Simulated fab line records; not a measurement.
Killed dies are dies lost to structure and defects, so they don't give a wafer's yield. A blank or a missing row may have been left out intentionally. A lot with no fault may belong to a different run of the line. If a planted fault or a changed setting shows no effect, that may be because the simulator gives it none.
Comparing a struck lot with a sound one    flow berkeley-cmos170    44 out of 331 route steps
Sound: wafers L944.1, L944.2, L944.5. Wafers struck: L958.3, L958.5, L958.6. The cause comes at the end.
At each step with rows: each side's tool, then ch and its chambers, then its first start. Under that, the readings that differ: sound wafers    struck wafers    difference of the means    sigmas: that difference in standard deviations of wafers without a fault.
alike: a reading whose means differ by less than 2 such deviations, as well as words and numbers matching on both sides. not compared: withheld readings; readings where some wafer has no value; bounds like >300 that might hide an equal value; numbers whose values overlap and for which the record gives no deviation.
Wherever a step has rows on one side only, a row that says differs or no value, or a row with sigmas, the two part there. Numbers that don't overlap but have no deviation are shown without sigmas and don't part them. A reading missing from all wafers of one side parts the sides only when that side holds two or more wafers.

first, 3 steps without rows for these wafers: UCB170_PVT_EXPOSE_03 (exposes mask NWELL, target cd 3000 nm); UCB170_PVT_PEB_04; UCB170_PVT_DEVELOP_05 (develop time 45 s).
UCB170_PVT_OVL_MEAS_06:
  sound on overlay-02 at day 6 04:20; struck on overlay-01 at day 8 17:37
  alike: PVT_OVL
then, 1 step without rows for these wafers: UCB170_PVT_IMPLANT_07.
UCB170_PVT_STRIP_08: strips in O2.
  sound on plasma-asher-03 ch 0,1, day 6 04:31; struck on plasma-asher-03 ch 0,1, day 8 17:49
  alike: drypump-motor-current-A, oes-product-au, strip-time-to-endpoint-s
  not compared: rf-hours-counter-h
UCB170_PVT_TW_MEAS_09:
  sound on film-metro-03 at day 6 04:37; struck on film-metro-03 at day 8 17:55
  alike: PVT_TW
then, 1 step without rows for these wafers: UCB170_GATE_WET_ETCH_00 (etches SiO2 in dHF, time 200 s).
UCB170_FIELD_THK_MEAS_91:
  sound on film-metro-01 at day 6 04:46; struck on film-metro-01 at day 8 18:02
  alike: FIELD_OXIDE_LEFT_2_THK
then, 1 step without rows for these wafers: UCB170_GATE_OXIDATION_01 (target thk 6.6 nm, ox time 1800 s).
UCB170_GATE_THK_MEAS_02:
  sound on film-metro-01 at day 6 06:26; struck on film-metro-02 at day 8 21:34
  alike: GATE_OXIDE_THK
then, 1 step without rows for these wafers: UCB170_GATE_ANNEAL_03 (time 1800 s).
UCB170_GATE_CVD_04: deposits poly-Si from SiH4, time 1440 s, target thk 214 nm.
  sound on lpcvd-02 ch 0, day 6 10:28; struck on lpcvd-02 ch 1, day 9 01:17
reading                                   sound              struck             difference  sigmas
spike-tc-centre-C (C)                     612.8 613.6 615.4  587.7 587.8 588.5  -25.9       -22
spike-tc-load-C (C)                       630.3 628.1 629.2  607.6 607.1 607.5  -21.8       -9
spike-tc-source-C (C)                     630.0 630.6 628.9  604.6 604.3 603.7  -25.6       -23
susceptor-temp-C (C)                      610.3 610.6 610.4  584.9 585.3 585.3  -25.3       -82
model.poly-Si_of_GATE_CVD_04.thk-nm (nm)  213.1 212.1 212.9  116 116.7 116.3    -96         
UCB170_GATE_THK_MEAS_05:
  sound on film-metro-04 at day 6 11:52; struck on film-metro-01 at day 9 02:42
reading             sound              struck             difference  sigmas
GATE_POLY_THK (nm)  213.2 212.2 212.9  116.0 116.5 116.1  -96.6       -48
then, 6 steps without rows for these wafers: UCB170_GATE_COAT_06; UCB170_GATE_COAT_07 (resist thk 900 nm); UCB170_GATE_SOFTBAKE_08 (time 60 s); UCB170_GATE_EXPOSE_09 (exposes mask POLY, target cd 350 nm); UCB170_GATE_PEB_10; UCB170_GATE_DEVELOP_11 (develop time 45 s).
UCB170_GATE_CD_MEAS_12: target cd 350 nm.
  sound on cd-sem-01 at day 6 13:09; struck on cd-sem-02 at day 9 04:54
  alike: cd-nm
UCB170_GATE_OVL_MEAS_13:
  sound on overlay-01 at day 6 13:16; struck on overlay-02 at day 9 04:59
  alike: GATE_OVL
UCB170_GATE_ETCH_14: etches BARC in N2/H2.
  sound on rie-diel-04 ch 0,1, day 6 13:19; struck on rie-diel-04 ch 2,3, day 9 05:01
  alike: drypump-motor-current-A, h2-flow-sccm, oes-product-au, rf-fwd-power-W, throttle-valve-pct
UCB170_GATE_ETCH_15: etches poly-Si in HBr/Cl2, stops on SiO2, time 56.3 s, target depth 278.2 nm.
  sound on rie-si-02 ch 1,2, day 6 13:21; struck on rie-si-02 ch 2,3, day 9 05:04
reading                           sound              struck             difference  sigmas
oes-product-au (a.u.)             0.839 0.813 0.845  0.569 0.578 0.573  -0.259      -17
model.etch.depth-nm (nm)          213.1 212.1 212.9  116 116.7 116.3    -96         
model.GATE.feature-depth-nm (nm)  213.1 212.1 212.9  116 116.7 116.3    -96         
  alike: drypump-motor-current-A, rf-fwd-power-W, throttle-valve-pct
  not compared: rf-hours-counter-h
UCB170_GATE_STRIP_16: strips in O2.
  sound on plasma-asher-02 ch 0,1, day 6 13:24; struck on plasma-asher-02 ch 0,1, day 9 05:08
reading                sound              struck             difference  sigmas
oes-product-au (a.u.)  0.731 0.728 0.731  0.716 0.720 0.722  -0.011      -2
  alike: drypump-motor-current-A
  not compared: rf-hours-counter-h
UCB170_GATE_CD_MEAS_90: target cd 350 nm.
  sound on cd-sem-01 at day 6 13:30; struck on cd-sem-02 at day 9 05:23
reading     sound              struck             difference  sigmas
cd-nm (nm)  353.1 352.6 353.2  349.3 349.6 348.9  -3.7        -3
then, 7 steps without rows for these wafers: UCB170_GATE_CLEAN_17 (cleans in SPM, time 600 s); UCB170_PLDD_HMDS_00 (prime time 60 s); UCB170_PLDD_COAT_01 (resist thk 900 nm); UCB170_PLDD_SOFTBAKE_02 (time 60 s); UCB170_PLDD_EXPOSE_03 (exposes mask PSELECT, target cd 1200 nm); UCB170_PLDD_PEB_04; UCB170_PLDD_DEVELOP_05 (develop time 45 s).
UCB170_PLDD_CD_MEAS_06: target cd 1200 nm.
  sound on cd-sem-02 at day 6 15:18; struck on cd-sem-01 at day 9 07:08
  alike: cd-nm
UCB170_PLDD_OVL_MEAS_07:
  sound on overlay-02 at day 6 15:25; struck on overlay-01 at day 9 07:14
  alike: PLDD_OVL
then, 2 steps without rows for these wafers: UCB170_PLDD_IMPLANT_08; UCB170_PLDD_IMPLANT_09.
UCB170_PLDD_STRIP_10: strips in O2.
  sound on plasma-asher-03 ch 0,1, day 6 15:46; struck on plasma-asher-03 ch 0,1, day 9 07:35
  alike: drypump-motor-current-A, oes-product-au, strip-time-to-endpoint-s
  not compared: rf-hours-counter-h
UCB170_PLDD_TW_MEAS_11:
  sound on film-metro-02 at day 6 15:52; struck on film-metro-03 at day 9 07:40
  alike: PLDD_TW
then, 3 steps without rows for these wafers: UCB170_PLDD_CLEAN_12 (cleans in SPM, time 600 s); UCB170_NLDD_HMDS_00 (prime time 60 s); UCB170_NLDD_COAT_01 (resist thk 900 nm).
UCB170_SILICIDE_PRE_CLEAN_00: preclean etch time 60 s.
  sound on pvd-sputter-04 at day 7 03:52; struck on pvd-sputter-04 at day 9 21:05
reading                                   sound            struck             difference  sigmas
model.poly-Si_of_GATE_CVD_04.thk-nm (nm)  206.2 205.2 206  109.1 109.8 109.5  -96.3       
UCB170_M3_PROBE_99:
  rows exist in the record for the struck wafers here (prober-01, day 10 23:47), but not for the sound ones

WHERE THEY PART
Earliest at UCB170_GATE_CVD_04; latest, in this record, at UCB170_M3_PROBE_99.

WHY: the cause the simulator had injected
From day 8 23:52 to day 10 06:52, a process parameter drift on lpcvd-02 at UCB170_GATE_CVD_04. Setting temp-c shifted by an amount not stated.
